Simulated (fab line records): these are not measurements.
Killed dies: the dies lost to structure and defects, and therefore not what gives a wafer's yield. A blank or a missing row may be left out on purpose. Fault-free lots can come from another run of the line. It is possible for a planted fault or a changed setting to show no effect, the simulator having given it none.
Which tool is to blame? | flow rit-cmos | 21 wafers from 7 lots sampled at 2 of the route's 202 steps

## WHAT THE GAUGES READ, wafer by wafer
RIT_SILICIDE_RS_MEAS_02: measures by four-point-probe.
lot  | measured    | on            | SILICIDE_TI_RS (ohm/sq)
L449 | day 3 08:43 | film-metro-01 | 48.5 47.9 47.3
L452 | day 4 06:41 | film-metro-04 | 50.1 48.1 49.5
L455 | day 4 19:29 | film-metro-04 | 49.6 48.5 48.4
L457 | day 5 08:05 | film-metro-04 | 48.2 47.9 47.8
L459 | day 5 17:08 | film-metro-04 | 48.8 48.8 47.4
L469 | day 8 06:56 | film-metro-04 | 48.2 47.6 46.8
L471 | day 8 19:48 | film-metro-01 | 47.1 47.7 48.1

## WHAT TOOL EACH LOT RAN ON (gives the tool, then ch and the chambers of the sampled wafers, and finally the start)
lot  | RIT_NWELL_DEVELOP_05
L449 | litho-track-01 ch 0, day 2 01:00
L452 | litho-track-04 ch 0, day 2 17:00
L455 | litho-track-02 ch 0, day 3 09:00
L457 | litho-track-02 ch 0, day 3 21:00
L459 | litho-track-04 ch 0, day 4 05:00
L469 | litho-track-02, day 6 13:00
L471 | litho-track-02 ch 0, day 7 04:00
- RIT_NWELL_DEVELOP_05: develop time 68 s.

## THE ANSWER, worked out from the rows above alone
Rule: the usual values come from the lots themselves. The widest of any qualifying gaps counts: lots, ordered by their means at a reading, are off when they make up no more than a third of the lots, leave a main group of 4 or more, and stand apart from it by 3 or more times the standard deviation of that group's means. Not used: any main group whose means are identical at the precision the tables above print for the reading. A lot without any number at a reading at which 4 lots or more have one is off too. The other lots that the step has rows for count as sound.
No lot is off on any of the readings shown, so nothing can be concluded from this.

## WHAT WAS PUT IN BY THE SIMULATOR
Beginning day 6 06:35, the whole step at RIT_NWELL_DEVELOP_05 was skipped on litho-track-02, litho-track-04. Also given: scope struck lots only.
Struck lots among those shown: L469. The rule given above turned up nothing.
